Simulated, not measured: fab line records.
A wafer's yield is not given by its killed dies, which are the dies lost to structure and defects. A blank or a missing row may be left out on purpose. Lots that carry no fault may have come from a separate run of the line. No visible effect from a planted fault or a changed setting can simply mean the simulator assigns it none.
Comparing a struck lot with a sound one -- flow rit cmos -- 21 out of 202 route steps
Sound: the wafers L100.1, L100.2, L100.3. Wafers struck: L121.2, L121.4, L121.5. Last of all comes the cause.
Per side, at each step with rows, come the tool, then ch with its chambers, and then its first start. Under that, the readings that differ: sound wafers -- struck wafers -- difference of the means -- sigmas: that difference in standard deviations of wafers without a fault.
alike: readings with means less than 2 such deviations apart, plus words and numbers identical on both sides. not compared: withheld readings, readings lacking a value on some wafer, bounds such as >300 that could conceal the same value, and numbers that have no deviation in the record and whose values overlap.
A row with sigmas, a row that says differs or no value, or rows on one side alone: a step with any of these is where the two part. Numbers that don't overlap but have no deviation are shown without sigmas and don't part them. Lack of a reading on every wafer of one side parts them only where that side has two or more wafers.

first, 3 steps without rows for these wafers: RIT_GATE_CLEAN_02 (cleans in dHF, time 30 s); RIT_GATE_CLEAN_03 (cleans in SC2, time 600 s); RIT_GATE_CLEAN_04 (cleans in dHF, time 60 s).
RIT_FOX2_THK_MEAS_91:
  sound: film metro-01 at day 2 15:00; struck: film metro-03 at day 6 23:49
  alike: FIELD_OXIDE_LEFT_2_THK
then, 2 steps without rows for these wafers: RIT_GATE_OXIDATION_05 (target thk 3 nm, ox time 270 s); RIT_GATE_ANNEAL_06 (time 600 s).
RIT_GATE_THK_MEAS_07:
  sound: film metro-01 at day 2 18:26; struck: film metro-01 at day 7 01:12
  alike: GATE_OXIDE_THK
then, 1 step without rows for these wafers: RIT_GATE_CVD_08 (deposits poly-Si from SiH4, target thk 250 nm, time 2220 s).
RIT_GATE_THK_MEAS_09:
  sound: film metro-01 at day 2 23:13; struck: film metro-04 at day 7 02:53
  alike: GATE_POLY_THK
then, 3 steps without rows for these wafers: RIT_GATE_HMDS_10 (prime time 60 s); RIT_GATE_COAT_11 (resist thk 850 nm); RIT_GATE_SOFTBAKE_12 (time 60 s).
RIT_GATE_EXPOSE_13: exposes mask M6, target cd 150 nm.
  sound on iline stepper-01 ch 0, day 2 23:49; struck on iline stepper-01 ch 0, day 7 03:24
reading,sound,struck,difference,sigmas
exposure dose mJ cm2,379.8 379.2 380.2,328.4 328.8 328.6,-51.1,-99 or more
  alike: mask
then, 2 steps without rows for these wafers: RIT_GATE_PEB_14; RIT_GATE_DEVELOP_15 (develop time 50 s).
RIT_GATE_CD_MEAS_16: the cd target is 150 nm.
  sound: cd sem-02 at day 3 00:13; struck: cd sem-01 at day 7 03:48
reading,sound,struck,difference,sigmas
cd nm (nm),150.0 149.5 151.8,226.1 227.1 226.3,+76.1,+38
RIT_GATE_OVL_MEAS_17:
  sound: overlay-01 at day 3 00:20; struck: overlay-02 at day 7 03:55
  alike: GATE_OVL
then, 1 step without rows for these wafers: RIT_GATE_HARDBAKE_18 (time 60 s).
RIT_GATE_ETCH_19: etches poly-Si in SF6/CHF3/O2, stops on SiO2, time 165 s, target depth 312.5 nm.
  sound on rie si-01 ch 0,1,3, day 3 00:31; struck on rie si-02 ch 0,2, day 7 04:05
reading,sound,struck,difference,sigmas
model.GATE.cd nm (nm),150.3 149.2 151.8,226.6 227.6 226.6,+76.5,
  alike: SF6_flow_sccm, chamber pressure mTorr, drypump motor current A, he backside leak sccm, oes product au, rf fwd power W, throttle valve pct
  not compared: rf hours counter h
RIT_GATE_STRIP_20: strips in O2, time 180 s.
  sound on plasma asher-01 ch 0,1, day 3 00:37; struck on plasma asher-01 ch 0,1, day 7 04:11
  alike: chamber pressure mTorr, drypump motor current A
  not compared: rf hours counter h
RIT_M1_PROBE_99:
  sound: prober-02 at day 3 21:13; struck: prober-02 at day 8 02:07
reading,sound,struck,difference,sigmas
killed at front end,7 7 8,264 264 264,+257,+86
killed dies,7 7 8,264 264 264,+257,+86
killed on rim,3 3 1,70 70 70,+68,+48
  alike: killed open, killed short

WHERE THEY PART
Earliest at RIT_GATE_EXPOSE_13; latest, in this record, at RIT_M1_PROBE_99.

WHY: what had been put in by the simulator
Drift in process parameters on iline stepper-01 at RIT_GATE_EXPOSE_13, starting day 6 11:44. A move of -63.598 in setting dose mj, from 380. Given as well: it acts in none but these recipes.
